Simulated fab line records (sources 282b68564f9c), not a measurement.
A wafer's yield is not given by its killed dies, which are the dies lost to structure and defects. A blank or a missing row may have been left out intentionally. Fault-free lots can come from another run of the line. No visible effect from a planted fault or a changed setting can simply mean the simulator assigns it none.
fab line records :: flow ritCmos
[record]
  lots = 6
  wafers = 18
  lastDay = 7
route steps=202 shown NWELL@35 PWELL@39 M1@202
lots untouched by any fault: they come from a run of this same line in which no faults occurred
startH: hours from the record's first day to the start of the lot's first wafer shown :: waitH: hours since the lot's step before :: " identical to the entry in the row above :: L1.1+2: a single row standing in for several wafers :: - no value present, or no start provided :: * or withheld: withheld :: < > ~ a bound
route shown NAME@n: a module of which the file shows steps, and the number in the route of the first :: usual: mean and standard deviation over wafers with no fault :: same: alike in all rows :: chamber/n: place in a boat :: sites: readings site by site :: _std_site: standard deviation across them :: _edge_site: inner sites' mean taken away from outer sites' mean :: radiusMm: how far each site lies from the wafer's centre :: mask NAME#n: copy n :: behind: the most recent tool/chamber to have shaped the wafer :: hold: the reason the lot was held/the length of the hold in hours/how it ended :: device: the n, p or np transistor that did not switch :: end of line: tests run on the same wafers once the route is complete :: for a step that has no rows: nothing shown but its recipe :: killed: the dies lost at the first sort to structure and to defects; this is not the yield of the wafer :: map: a wafer's dies, x killed, . not, _ none there
set.NAME: setting as actually run; set.NAME@STEP: the setting as run at that earlier step :: model.NAME: the simulator's own value behind a step, which no gauge read
certain route steps with their lots: each step a table, each wafer a row
services: the hour from which a tool's chamber was out of use, counted from the record's first day as startH (under 0 if before that day), plus the number of hours and why
[[steps]]
[step RIT_NWELL_HARDBAKE_07]
[recipe]
  resist = NOVOLAK
  tempC = 140
  timeS = 120
[step RIT_NWELL_IMPLANT_08]
[recipe]
  species = P
  energyKev = 170
  doseCm2 = 5e+13
  tiltDeg = 7
[step RIT_NWELL_STRIP_09]
[recipe]
  chemistry = O2
  timeS = 180
  resist = NOVOLAK
  platenTempC = withheld
  powerW = 500
  pressureMtorr = 4000
  o2FlowSccm = 4000
[usual]
  drypumpMotorCurrentA = 5.7/0.58
lot.wafer: L310.3
tool: plasmaAsher-04
chamber: 0
startH: 26.52
waitH: 0.1
drypumpMotorCurrentA: 4.8
rfHoursCounterH: -

lot.wafer: L310.4
tool: plasmaAsher-04
chamber: 1
startH: 26.52
waitH: 0.1
drypumpMotorCurrentA: 5.6
rfHoursCounterH: -

lot.wafer: L310.6
tool: plasmaAsher-04
chamber: 1
startH: 26.52
waitH: 0.1
drypumpMotorCurrentA: 5.6
rfHoursCounterH: -

lot.wafer: L312.2
tool: plasmaAsher-04
chamber: 0
startH: 37.71
waitH: 0.1
drypumpMotorCurrentA: 4.8
rfHoursCounterH: 25

lot.wafer: L312.4
tool: plasmaAsher-04
chamber: 0
startH: 37.71
waitH: 0.1
drypumpMotorCurrentA: 4.8
rfHoursCounterH: -

lot.wafer: L312.5
tool: plasmaAsher-04
chamber: 0
startH: 37.71
waitH: 0.1
drypumpMotorCurrentA: 4.8
rfHoursCounterH: -

lot.wafer: L319.3
tool: plasmaAsher-02
chamber: 1
startH: 73.59
waitH: 0.1
drypumpMotorCurrentA: 6.1
rfHoursCounterH: -

lot.wafer: L319.4
tool: plasmaAsher-02
chamber: 0
startH: 73.59
waitH: 0.1
drypumpMotorCurrentA: 6.8
rfHoursCounterH: -

lot.wafer: L319.6
tool: plasmaAsher-02
chamber: 1
startH: 73.59
waitH: 0.1
drypumpMotorCurrentA: 6.1
rfHoursCounterH: -

lot.wafer: L323.1
tool: plasmaAsher-02
chamber: 0
startH: 94.29
waitH: 0.1
drypumpMotorCurrentA: 6.8
rfHoursCounterH: 44

lot.wafer: L323.2
tool: plasmaAsher-02
chamber: 1
startH: 94.29
waitH: 0.1
drypumpMotorCurrentA: 6.0
rfHoursCounterH: 44

lot.wafer: L323.6
tool: plasmaAsher-02
chamber: 0
startH: 94.29
waitH: 0.1
drypumpMotorCurrentA: 6.8
rfHoursCounterH: -

lot.wafer: L331.1
tool: plasmaAsher-02
chamber: 0
startH: 132.36
waitH: 0.1
drypumpMotorCurrentA: 6.8
rfHoursCounterH: 48

lot.wafer: L331.3
tool: plasmaAsher-02
chamber: 1
startH: 132.36
waitH: 0.1
drypumpMotorCurrentA: 6.0
rfHoursCounterH: -

lot.wafer: L331.4
tool: plasmaAsher-02
chamber: 0
startH: 132.36
waitH: 0.1
drypumpMotorCurrentA: 6.8
rfHoursCounterH: -

lot.wafer: L332.1
tool: plasmaAsher-04
chamber: 1
startH: 136.26
waitH: 0.1
drypumpMotorCurrentA: 5.6
rfHoursCounterH: 36

lot.wafer: L332.4
tool: plasmaAsher-04
chamber: 1
startH: 136.26
waitH: 0.1
drypumpMotorCurrentA: 5.6
rfHoursCounterH: -

lot.wafer: L332.6
tool: plasmaAsher-04
chamber: 0
startH: 136.26
waitH: 0.1
drypumpMotorCurrentA: 4.8
rfHoursCounterH: -
[step RIT_NWELL_TW_MEAS_10]
[usual]
  NWELL_TW = 2151/21
lot.wafer: L310.3
tool: filmMetro-04
chamber: -
startH: 26.65
waitH: 0.1
NWELL_TW: 2190

lot.wafer: L310.4
tool: filmMetro-04
chamber: -
startH: 26.65
waitH: 0.1
NWELL_TW: 2179

lot.wafer: L310.6
tool: filmMetro-04
chamber: -
startH: 26.65
waitH: 0.1
NWELL_TW: 2179

lot.wafer: L312.2
tool: filmMetro-01
chamber: -
startH: 37.89
waitH: 0.1
NWELL_TW: 2110

lot.wafer: L312.4
tool: filmMetro-01
chamber: -
startH: 37.89
waitH: 0.1
NWELL_TW: 2106

lot.wafer: L312.5
tool: filmMetro-01
chamber: -
startH: 37.89
waitH: 0.1
NWELL_TW: 2116

lot.wafer: L319.3
tool: filmMetro-03
chamber: -
startH: 73.73
waitH: 0.1
NWELL_TW: 2159

lot.wafer: L319.4
tool: filmMetro-03
chamber: -
startH: 73.73
waitH: 0.1
NWELL_TW: 2158

lot.wafer: L319.6
tool: filmMetro-03
chamber: -
startH: 73.73
waitH: 0.1
NWELL_TW: 2149

lot.wafer: L323.1
tool: filmMetro-03
chamber: -
startH: 94.47
waitH: 0.1
NWELL_TW: 2150

lot.wafer: L323.2
tool: filmMetro-03
chamber: -
startH: 94.47
waitH: 0.1
NWELL_TW: 2157

lot.wafer: L323.6
tool: filmMetro-03
chamber: -
startH: 94.47
waitH: 0.1
NWELL_TW: 2155

lot.wafer: L331.1
tool: filmMetro-04
chamber: -
startH: 132.54
waitH: 0.1
NWELL_TW: 2159

lot.wafer: L331.3
tool: filmMetro-04
chamber: -
startH: 132.54
waitH: 0.1
NWELL_TW: 2155

lot.wafer: L331.4
tool: filmMetro-04
chamber: -
startH: 132.54
waitH: 0.1
NWELL_TW: 2148

lot.wafer: L332.1
tool: filmMetro-03
chamber: -
startH: 136.43
waitH: 0.1
NWELL_TW: 2157

lot.wafer: L332.4
tool: filmMetro-03
chamber: -
startH: 136.43
waitH: 0.1
NWELL_TW: 2149

lot.wafer: L332.6
tool: filmMetro-03
chamber: -
startH: 136.43
waitH: 0.1
NWELL_TW: 2156
[step RIT_PWELL_HMDS_00]
[recipe]
  primeTimeS = 60
  primeTempC = 140
[step RIT_PWELL_COAT_01]
[recipe]
  resist = NOVOLAK
  spinRpm = 2000
  resistThkNm = 1300
[step RIT_PWELL_SOFTBAKE_02]
[recipe]
  resist = NOVOLAK
  tempC = 90
  timeS = 60
[step RIT_PWELL_EXPOSE_03]
[recipe]
  maskId = M3
  na = 0.57
  targetCdNm = 43700
  doseMj = 250
[step RIT_PWELL_PEB_04]
[recipe]
  resist = NOVOLAK
  tempC = withheld
  timeS = withheld
[step RIT_PWELL_DEVELOP_05]
[recipe]
  resist = NOVOLAK
  developTimeS = 68
  devTempC = 23
[step RIT_PWELL_OVL_MEAS_06]
[usual]
  PWELL_OVL = -1.4/1.3
lot.wafer: L310.3
tool: overlay-02
chamber: -
startH: 27.71
waitH: -
PWELL_OVL[nm]: -1.0

lot.wafer: L310.4
tool: overlay-02
chamber: -
startH: 27.71
waitH: -
PWELL_OVL[nm]: -0.7

lot.wafer: L310.6
tool: overlay-02
chamber: -
startH: 27.71
waitH: -
PWELL_OVL[nm]: 0.4

lot.wafer: L312.2
tool: overlay-01
chamber: -
startH: 38.83
waitH: -
PWELL_OVL[nm]: -4.0

lot.wafer: L312.4
tool: overlay-01
chamber: -
startH: 38.83
waitH: -
PWELL_OVL[nm]: -3.0

lot.wafer: L312.5
tool: overlay-01
chamber: -
startH: 38.83
waitH: -
PWELL_OVL[nm]: -3.4

lot.wafer: L319.3
tool: overlay-01
chamber: -
startH: 74.73
waitH: -
PWELL_OVL[nm]: -2.2

lot.wafer: L319.4
tool: overlay-01
chamber: -
startH: 74.73
waitH: -
PWELL_OVL[nm]: -1.3

lot.wafer: L319.6
tool: overlay-01
chamber: -
startH: 74.73
waitH: -
PWELL_OVL[nm]: -2.5

lot.wafer: L323.1
tool: overlay-01
chamber: -
startH: 95.41
waitH: -
PWELL_OVL[nm]: -1.7

lot.wafer: L323.2
tool: overlay-01
chamber: -
startH: 95.41
waitH: -
PWELL_OVL[nm]: -2.1

lot.wafer: L323.6
tool: overlay-01
chamber: -
startH: 95.41
waitH: -
PWELL_OVL[nm]: -0.1

lot.wafer: L331.1
tool: overlay-02
chamber: -
startH: 133.60
waitH: -
PWELL_OVL[nm]: -1.0

lot.wafer: L331.3
tool: overlay-02
chamber: -
startH: 133.60
waitH: -
PWELL_OVL[nm]: -1.3

lot.wafer: L331.4
tool: overlay-02
chamber: -
startH: 133.60
waitH: -
PWELL_OVL[nm]: -2.0

lot.wafer: L332.1
tool: overlay-01
chamber: -
startH: 137.37
waitH: -
PWELL_OVL[nm]: -1.5

lot.wafer: L332.4
tool: overlay-01
chamber: -
startH: 137.37
waitH: -
PWELL_OVL[nm]: -0.7

lot.wafer: L332.6
tool: overlay-01
chamber: -
startH: 137.37
waitH: -
PWELL_OVL[nm]: 0.5
[step RIT_PWELL_HARDBAKE_07]
[recipe]
  resist = NOVOLAK
  tempC = 140
  timeS = 120
[step RIT_PWELL_IMPLANT_08]
[recipe]
  species = B
  energyKev = 170
  doseCm2 = 6.877e+13
  tiltDeg = 7
[usual]
  beamEnergyKeV = 170.01/0.05
  endStationPressureTorr = 5.17e-06/2.8e-07
  faradayCurrentUA = 218/4.7
lot.wafer: L310.3
tool: implanter-03
chamber: 0
startH: 28.03
waitH: 0.2
beamEnergyKeV: 169.99
endStationPressureTorr: 5.01e-06
faradayCurrentUA: 216
model.implant.drpNm: 102.9

lot.wafer: L310.4
tool: implanter-03
chamber: 0
startH: 28.03
waitH: 0.2
beamEnergyKeV: 170.06
endStationPressureTorr: 5.31e-06
faradayCurrentUA: 221
model.implant.drpNm: 102.9

lot.wafer: L310.6
tool: implanter-03
chamber: 0
startH: 28.03
waitH: 0.2
beamEnergyKeV: 170.00
endStationPressureTorr: 4.75e-06
faradayCurrentUA: 218
model.implant.drpNm: 102.9

lot.wafer: L312.2
tool: implanter-02
chamber: 0
startH: 39.13
waitH: 0.2
beamEnergyKeV: 170.08
endStationPressureTorr: 5.1e-06
faradayCurrentUA: 224
model.implant.drpNm: 102.9

lot.wafer: L312.4
tool: implanter-02
chamber: 0
startH: 39.13
waitH: 0.2
beamEnergyKeV: 170.02
endStationPressureTorr: 5.01e-06
faradayCurrentUA: 212
model.implant.drpNm: 102.9

lot.wafer: L312.5
tool: implanter-02
chamber: 0
startH: 39.13
waitH: 0.2
beamEnergyKeV: 170.02
endStationPressureTorr: 4.95e-06
faradayCurrentUA: 216
model.implant.drpNm: 102.9

lot.wafer: L319.3
tool: implanter-03
chamber: 0
startH: 75.06
waitH: 0.2
beamEnergyKeV: 163.88
endStationPressureTorr: 5.5e-06
faradayCurrentUA: 219
model.implant.drpNm: 101.6

lot.wafer: L319.4
tool: implanter-03
chamber: 0
startH: 75.06
waitH: 0.2
beamEnergyKeV: 163.83
endStationPressureTorr: 5.7e-06
faradayCurrentUA: 213
model.implant.drpNm: 101.6

lot.wafer: L319.6
tool: implanter-03
chamber: 0
startH: 75.06
waitH: 0.2
beamEnergyKeV: 163.91
endStationPressureTorr: 5.57e-06
faradayCurrentUA: 213
model.implant.drpNm: 101.6

lot.wafer: L323.1
tool: implanter-03
chamber: 0
startH: 95.69
waitH: 0.2
beamEnergyKeV: 163.85
endStationPressureTorr: 5.12e-06
faradayCurrentUA: 217
model.implant.drpNm: 101.6

lot.wafer: L323.2
tool: implanter-03
chamber: 0
startH: 95.69
waitH: 0.2
beamEnergyKeV: 163.87
endStationPressureTorr: 5.32e-06
faradayCurrentUA: 220
model.implant.drpNm: 101.6

lot.wafer: L323.6
tool: implanter-03
chamber: 0
startH: 95.69
waitH: 0.2
beamEnergyKeV: 163.80
endStationPressureTorr: 5.18e-06
faradayCurrentUA: 216
model.implant.drpNm: 101.6

lot.wafer: L331.1
tool: implanter-04
chamber: 0
startH: 133.89
waitH: 0.2
beamEnergyKeV: 170.04
endStationPressureTorr: 5.48e-06
faradayCurrentUA: 217
model.implant.drpNm: 102.9

lot.wafer: L331.3
tool: implanter-04
chamber: 0
startH: 133.89
waitH: 0.2
beamEnergyKeV: 170.00
endStationPressureTorr: 4.91e-06
faradayCurrentUA: 215
model.implant.drpNm: 102.9

lot.wafer: L331.4
tool: implanter-04
chamber: 0
startH: 133.89
waitH: 0.2
beamEnergyKeV: 169.97
endStationPressureTorr: 5.72e-06
faradayCurrentUA: 216
model.implant.drpNm: 102.9

lot.wafer: L332.1
tool: implanter-04
chamber: 0
startH: 137.66
waitH: 0.2
beamEnergyKeV: 170.08
endStationPressureTorr: 4.94e-06
faradayCurrentUA: 218
model.implant.drpNm: 102.9

lot.wafer: L332.4
tool: implanter-04
chamber: 0
startH: 137.66
waitH: 0.2
beamEnergyKeV: 170.01
endStationPressureTorr: 5.32e-06
faradayCurrentUA: 219
model.implant.drpNm: 102.9

lot.wafer: L332.6
tool: implanter-04
chamber: 0
startH: 137.66
waitH: 0.2
beamEnergyKeV: 170.09
endStationPressureTorr: 5.03e-06
faradayCurrentUA: 225
model.implant.drpNm: 102.9
[step RIT_PWELL_STRIP_09]
[recipe]
  chemistry = O2
  timeS = 180
  resist = NOVOLAK
  platenTempC = withheld
  powerW = 500
  pressureMtorr = 4000
  o2FlowSccm = 4000
[usual]
  drypumpMotorCurrentA = 6.0/0.54
lot.wafer: L310.3
tool: plasmaAsher-01
chamber: 0
startH: 28.19
waitH: 0.1
drypumpMotorCurrentA: 6.0
rfHoursCounterH: -

lot.wafer: L310.4
tool: plasmaAsher-01
chamber: 1
startH: 28.19
waitH: 0.1
drypumpMotorCurrentA: 5.6
rfHoursCounterH: -

lot.wafer: L310.6
tool: plasmaAsher-01
chamber: 1
startH: 28.19
waitH: 0.1
drypumpMotorCurrentA: 5.6
rfHoursCounterH: -

lot.wafer: L312.2
tool: plasmaAsher-01
chamber: 1
startH: 39.26
waitH: 0.1
drypumpMotorCurrentA: 5.6
rfHoursCounterH: 38

lot.wafer: L312.4
tool: plasmaAsher-01
chamber: 1
startH: 39.26
waitH: 0.1
drypumpMotorCurrentA: 5.6
rfHoursCounterH: -

lot.wafer: L312.5
tool: plasmaAsher-01
chamber: 0
startH: 39.26
waitH: 0.1
drypumpMotorCurrentA: 6.1
rfHoursCounterH: -

lot.wafer: L319.3
tool: plasmaAsher-02
chamber: 0
startH: 75.21
waitH: 0.1
drypumpMotorCurrentA: 6.8
rfHoursCounterH: -

lot.wafer: L319.4
tool: plasmaAsher-02
chamber: 1
startH: 75.21
waitH: 0.1
drypumpMotorCurrentA: 6.1
rfHoursCounterH: -

lot.wafer: L319.6
tool: plasmaAsher-02
chamber: 0
startH: 75.21
waitH: 0.1
drypumpMotorCurrentA: 6.8
rfHoursCounterH: -

lot.wafer: L323.1
tool: plasmaAsher-02
chamber: 1
startH: 95.84
waitH: 0.1
drypumpMotorCurrentA: 6.1
rfHoursCounterH: 44

lot.wafer: L323.2
tool: plasmaAsher-02
chamber: 0
startH: 95.84
waitH: 0.1
drypumpMotorCurrentA: 6.8
rfHoursCounterH: 44

lot.wafer: L323.6
tool: plasmaAsher-02
chamber: 0
startH: 95.84
waitH: 0.1
drypumpMotorCurrentA: 6.8
rfHoursCounterH: -

lot.wafer: L331.1
tool: plasmaAsher-02
chamber: 1
startH: 134.04
waitH: 0.1
drypumpMotorCurrentA: 6.1
rfHoursCounterH: 48

lot.wafer: L331.3
tool: plasmaAsher-02
chamber: 0
startH: 134.04
waitH: 0.1
drypumpMotorCurrentA: 6.8
rfHoursCounterH: -

lot.wafer: L331.4
tool: plasmaAsher-02
chamber: 1
startH: 134.04
waitH: 0.1
drypumpMotorCurrentA: 6.0
rfHoursCounterH: -

lot.wafer: L332.1
tool: plasmaAsher-04
chamber: 0
startH: 137.81
waitH: 0.1
drypumpMotorCurrentA: 4.8
rfHoursCounterH: 36

lot.wafer: L332.4
tool: plasmaAsher-04
chamber: 1
startH: 137.81
waitH: 0.1
drypumpMotorCurrentA: 5.6
rfHoursCounterH: -

lot.wafer: L332.6
tool: plasmaAsher-04
chamber: 0
startH: 137.81
waitH: 0.1
drypumpMotorCurrentA: 4.8
rfHoursCounterH: -
[step RIT_M1_PROBE_99]
[usual]
  killedAtFrontEnd = 6.9/2.8
  killedDies = 7.0/2.8
  killedOnRim = 1.8/1.3
  killedOpen = 3.4/2
  killedShort = 3.5/2.1
[same]
  grossDies = 264
  killed_at_M0_to_M3 = 0
  killed_at_M4_up = 0
  killedAtBackSide = 0
  killedAtContacts = 0
  killedAtOther = 0
lot.wafer: L319.3
tool: prober-01
chamber: -
startH: 112.38
waitH: 0.2
killedAtFrontEnd: 2
killedDies: 2
killedOnRim: 0
killedOpen: 1
killedShort: 1

lot.wafer: L319.4
tool: prober-01
chamber: -
startH: 112.43
waitH: 0.2
killedAtFrontEnd: 4
killedDies: 4
killedOnRim: 1
killedOpen: 4
killedShort: 0

lot.wafer: L319.6
tool: prober-01
chamber: -
startH: 112.53
waitH: 0.2
killedAtFrontEnd: 12
killedDies: 12
killedOnRim: 4
killedOpen: 11
killedShort: 1

lot.wafer: L323.1
tool: prober-01
chamber: -
startH: 131.95
waitH: 0.1
killedAtFrontEnd: 6
killedDies: 6
killedOnRim: 2
killedOpen: 3
killedShort: 3

lot.wafer: L323.2
tool: prober-01
chamber: -
startH: 132.00
waitH: 0.1
killedAtFrontEnd: 8
killedDies: 8
killedOnRim: 2
killedOpen: 3
killedShort: 5

lot.wafer: L323.6
tool: prober-01
chamber: -
startH: 132.20
waitH: 0.2
killedAtFrontEnd: 9
killedDies: 9
killedOnRim: 0
killedOpen: 5
killedShort: 4

lot.wafer: L331.1
tool: prober-01
chamber: -
startH: 172.79
waitH: 0.1
killedAtFrontEnd: 4
killedDies: 4
killedOnRim: 0
killedOpen: 2
killedShort: 1

lot.wafer: L331.3
tool: prober-01
chamber: -
startH: 172.89
waitH: 0.2
killedAtFrontEnd: 6
killedDies: 6
killedOnRim: 0
killedOpen: 2
killedShort: 3

lot.wafer: L331.4
tool: prober-01
chamber: -
startH: 172.94
waitH: 0.2
killedAtFrontEnd: 8
killedDies: 8
killedOnRim: 4
killedOpen: 6
killedShort: 2
// killed by level:class
L319.3 GATE:geometricParticle:short=1 GATE:geometricParticle:open=1
L319.4 SPACER:geometricParticle:open=2 FOX2:geometricParticle:open=1 SILICIDE:geometricParticle:open=1
L319.6 GATE:geometricParticle:open=4 SILICIDE:geometricParticle:open=3 SPACER:geometricParticle:open=2 FOX1:geometricParticle:open=1 FOX1:geometricParticle:short=1 REOX:geometricParticle:open=1
L323.1 GATE:geometricParticle:short=2 SILICIDE:geometricParticle:open=2 FOX1:geometricParticle:short=1 REOX:geometricParticle:open=1
L323.2 GATE:geometricParticle:short=3 FOX1:geometricParticle:short=1 GATE:geometricParticle:open=1 REOX:geometricParticle:open=1 SILICIDE:geometricParticle:short=1 SILICIDE:geometricParticle:open=1
L323.6 GATE:geometricParticle:short=3 GATE:geometricParticle:open=3 FOX1:geometricParticle:open=1 FOX1:geometricParticle:short=1 REOX:geometricParticle:open=1
L331.1 GATE:geometricParticle:short=1 REOX:geometricParticle:open=1 SILICIDE:geometricParticle:open=1 NWELL:coatMicrobubblePrinted=1
L331.3 GATE:geometricParticle:short=2 REOX:geometricParticle:open=1 SILICIDE:geometricParticle:open=1 SILICIDE:geometricParticle:short=1 NWELL:coatMicrobubblePrinted=1
L331.4 GATE:geometricParticle:open=2 SILICIDE:geometricParticle:open=2 FOX1:geometricParticle:short=1 FOX1:geometricParticle:open=1 SPACER:geometricParticle:short=1 SPACER:geometricParticle:open=1
[[services]]
tool: plasmaAsher-01
chamber: -
startH: 4.40
hours: 12.0
kind: repair

tool: implanter-03
chamber: -
startH: 20.40
hours: 0.9
kind: repair

tool: implanter-04
chamber: -
startH: 23.82
hours: 0.7
kind: repair

tool: plasmaAsher-02
chamber: -
startH: 33.02
hours: 3.0
kind: repair

tool: plasmaAsher-01
chamber: -
startH: 35.35
hours: 1.6
kind: repair

tool: implanter-03
chamber: -
startH: 88.29
hours: 0.5
kind: repair

tool: plasmaAsher-04
chamber: -
startH: 93.69
hours: 0.4
kind: repair

tool: implanter-04
chamber: -
startH: 95.14
hours: 2.7
kind: repair

tool: plasmaAsher-04
chamber: -
startH: 105.16
hours: 2.2
kind: repair

tool: plasmaAsher-01
chamber: -
startH: 108.75
hours: 9.0
kind: pm

tool: plasmaAsher-01
chamber: 0
startH: 108.75
hours: 9.0
kind: ventCycle

tool: plasmaAsher-01
chamber: 1
startH: 108.75
hours: 9.0
kind: ventCycle

tool: implanter-04
chamber: -
startH: 115.71
hours: 2.6
kind: repair

tool: plasmaAsher-01
chamber: 0
startH: 117.75
hours: -
kind: clean

tool: plasmaAsher-01
chamber: 1
startH: 117.75
hours: -
kind: clean

tool: plasmaAsher-02
chamber: -
startH: 123.99
hours: 3.4
kind: repair

tool: implanter-03
chamber: -
startH: 128.69
hours: 2.9
kind: repair
[[key]]
[firstSign]
  step = RIT_PWELL_IMPLANT_08
  reading = beamEnergyKeV
  direction = down
  sigmas = 99+
  usual = 170.01
  struck = 163.85
effect none on later readings
[modelEffect]
  step = RIT_PWELL_IMPLANT_08
  value = implant.drpNm
  without = 102.9
  struck = 101.6
metAt RIT_PWELL_IMPLANT_08
struckWafers L319.3,L319.4,L319.6,L323.1,L323.2,L323.6
testerLeftOut L319,L323
onsetBetween 28.03 75.06
[fault]
  kind = processParameterDrift
  tool = implanter-03
  chamber = -
  onsetH = 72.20
  steps = RIT_PWELL_IMPLANT_08
  channel = energyKev
  offset = -6.1681
  shape = step
  endH = 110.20
  actsIn = theseRecipesOnly
  stated = 170
// testerLeftOut: of these lots the tester's yield and bins aren't shown, on N5 and GAA mostly nor the transistor test; their killed dies are dies lost to structure and defects alone, not to doping, threshold or leakage, so they don't give the yield
